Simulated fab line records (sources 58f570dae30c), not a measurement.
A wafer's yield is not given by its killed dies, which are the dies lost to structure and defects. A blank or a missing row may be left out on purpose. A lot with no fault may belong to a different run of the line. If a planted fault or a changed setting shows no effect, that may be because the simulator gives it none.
Which of the tools did it?	flow berkeleyCmos170	14 lots with 42 wafers sampled at 5 steps, on a route of 331 steps

WHAT THE GAUGES SHOWED, per wafer
UCB170_NWELL_TW_MEAS_16.
lot	measured	on	NWELL_TW
L414	day 2 06:07	filmMetro-03	1259 1257 1251
L415	day 2 10:29	filmMetro-02	1225 1225 1227
L416	day 2 10:29	filmMetro-01	1257 1255 1251
L417	day 2 19:17	filmMetro-01	1257 1257 1250
L418	day 2 23:04	filmMetro-01	1255 1249 1250
L419	day 3 06:25	filmMetro-02	1241 1235 1236
L420	day 3 12:15	filmMetro-02	1241 1239 1230
L421	day 3 21:01	filmMetro-03	1245 1252 1249
L422	day 4 03:19	filmMetro-01	1261 1251 1256
L423	day 4 08:15	filmMetro-02	1228 1230 1229
L426	day 4 18:30	filmMetro-01	514 515 514
L425	day 4 18:40	filmMetro-03	518 517 513
L427	day 5 02:14	filmMetro-02	504 505 502
L428	day 5 08:15	filmMetro-01	514 516 516

UCB170_CONTACT_CD_MEAS_90: target cd 700 nm.
lot	measured	on	cdNm (nm)
L414	day 6 19:20	cdSem-02	701.6 701.5 700.4
L415	day 6 21:12	cdSem-01	700.5 702.2 699.9
L416	day 6 19:31	cdSem-01	698.3 698.8 699.2
L417	day 7 13:19	cdSem-01	701.3 701.2 699.8
L418	day 7 11:02	cdSem-01	702.2 701.3 700.0
L419	day 8 01:04	cdSem-02	702.3 700.9 700.4
L420	day 8 01:18	cdSem-01	699.1 699.7 699.6
L421	day 8 12:43	cdSem-01	699.1 700.1 700.5
L422	day 9 03:19	cdSem-02	699.4 698.5 700.5
L423	day 9 03:02	cdSem-01	703.5 701.1 702.6

EACH LOT AND THE TOOL THAT RAN IT (in order: tool; ch and the chambers of the sampled wafers; start)
lot	UCB170_NWELL_IMPLANT_14	UCB170_ACTIVE_STRIP_16	UCB170_CONTACT_STRIP_19
L414	implanter-04 ch 0, day 2 05:53	plasmaAsher-04 ch 0, day 4 04:10	plasmaAsher-03 ch 0,1, day 6 19:13
L415	implanter-04 ch 0, day 2 10:15	plasmaAsher-04 ch 0,1, day 4 04:26	plasmaAsher-03 ch 0, day 6 21:05
L416	implanter-02 ch 0, day 2 10:15	plasmaAsher-04 ch 1, day 4 04:17	plasmaAsher-02 ch 0,1, day 6 19:23
L417	implanter-02 ch 0, day 2 19:03	plasmaAsher-04 ch 0, day 4 18:49	plasmaAsher-04 ch 0,1, day 7 13:11
L418	implanter-03 ch 0, day 2 22:49	plasmaAsher-03 ch 0,1, day 4 19:14	plasmaAsher-02 ch 0,1, day 7 10:56
L419	implanter-02 ch 0, day 3 06:10	plasmaAsher-01 ch 0,1, day 5 05:55	plasmaAsher-03 ch 0,1, day 8 00:58
L420	implanter-03 ch 0, day 3 12:00	plasmaAsher-01 ch 0,1, day 5 10:01	plasmaAsher-04 ch 0,1, day 8 01:12
L421	implanter-04 ch 0, day 3 20:46	plasmaAsher-04 ch 0,1, day 5 16:04	plasmaAsher-02 ch 0,1, day 8 12:37
L422	implanter-02 ch 0, day 4 03:04	plasmaAsher-01 ch 1, day 5 21:53	plasmaAsher-04 ch 1, day 9 03:13
L423	implanter-03 ch 0, day 4 08:00	plasmaAsher-04 ch 0,1, day 6 04:33	plasmaAsher-03 ch 0,1, day 9 02:56
L426	implanter-04 ch 0, day 4 18:15	-	-
L425	implanter-02 ch 0, day 4 18:25	-	-
L427	implanter-03 ch 0, day 5 01:59	-	-
L428	implanter-02 ch 0, day 5 08:02	-	-
- UCB170_NWELL_IMPLANT_14
- UCB170_ACTIVE_STRIP_16: strips in O2.
- UCB170_CONTACT_STRIP_19: strips in O2.

WHAT THE TOOLS THEMSELVES READ (means of the sampled wafers that have a number; where no wafer has one, the mark that the record gives instead)
UCB170_NWELL_IMPLANT_14.
lot	tool	endStationPressureTorr (Torr)
L414	implanter-04	4.96e-06
L415	implanter-04	4.80e-06
L416	implanter-02	5.01e-06
L417	implanter-02	4.66e-06
L418	implanter-03	4.68e-06
L419	implanter-02	5.00e-06
L420	implanter-03	4.98e-06
L421	implanter-04	4.96e-06
L422	implanter-02	5.00e-06
L423	implanter-03	5.16e-06
L426	implanter-04	4.87e-06
L425	implanter-02	5.33e-06
L427	implanter-03	4.69e-06
L428	implanter-02	4.75e-06

UCB170_ACTIVE_STRIP_16.
lot	tool	drypumpMotorCurrentA (A)	o2FlowSccm (sccm)	oesProductAu (a.u.)	stripTimeToEndpointS (s)
L414	plasmaAsher-04	5.35	399.6	0.718	18.08
L415	plasmaAsher-04	5.44	398.8	0.719	18.12
L416	plasmaAsher-04	5.46	400.6	0.719	18.07
L417	plasmaAsher-04	5.37	399.5	0.720	18.01
L418	plasmaAsher-03	5.61	398.3	0.720	17.87
L419	plasmaAsher-01	5.29	399.6	0.721	18.05
L420	plasmaAsher-01	5.30	399.2	0.725	17.90
L421	plasmaAsher-04	5.40	399.3	0.717	18.05
L422	plasmaAsher-01	5.20	400.7	0.725	18.04
L423	plasmaAsher-04	5.40	399.7	0.720	17.93

UCB170_CONTACT_STRIP_19.
lot	tool	drypumpMotorCurrentA (A)	o2FlowSccm (sccm)	oesProductAu (a.u.)
L414	plasmaAsher-03	5.6	400.3	0.728
L415	plasmaAsher-03	5.6	401.6	0.723
L416	plasmaAsher-02	6.0	399.6	0.723
L417	plasmaAsher-04	5.4	399.7	0.726
L418	plasmaAsher-02	6.3	400.3	0.724
L419	plasmaAsher-03	5.6	400.7	0.723
L420	plasmaAsher-04	5.5	401.0	0.723
L421	plasmaAsher-02	6.3	400.6	0.722
L422	plasmaAsher-04	5.5	400.9	0.723
L423	plasmaAsher-03	5.6	400.5	0.727

THE ANSWER, worked out from the rows above alone
Rule: the lots themselves supply what counts as usual. Put in order of their means at a reading, lots are off if they are a third of the lots or fewer, leave a main group of 4 or more, and stand apart from it by a gap of 3 or more times the standard deviation of the main group's means; of several such gaps the widest counts. If all means in a main group match to the digits the tables above print for the reading, that group is not used. Also off: a lot with no number at a reading for which 4 or more lots have one. Where the step has rows for the other lots, those lots are counted as sound. After the gauges, taken in route order, come the tools' own readings; for these a lot's mean is taken, as printed above. At the first step where some lot is off, the reading lying furthest off is the one used; lots without a number count as furthest.
Off: L426, L425, L427, L428, seen at UCB170_NWELL_TW_MEAS_16 (NWELL_TW). The main group has a mean of 1245 with a standard deviation of 11.
A tool fits if, at a process step before that reading, it ran every lot that is off, and no sound lot after the first of them. Gauges at UCB170_NWELL_TW_MEAS_16: tried the same way as those tools. None of those tried fits.

WHAT HAD BEEN PUT IN BY THE SIMULATOR
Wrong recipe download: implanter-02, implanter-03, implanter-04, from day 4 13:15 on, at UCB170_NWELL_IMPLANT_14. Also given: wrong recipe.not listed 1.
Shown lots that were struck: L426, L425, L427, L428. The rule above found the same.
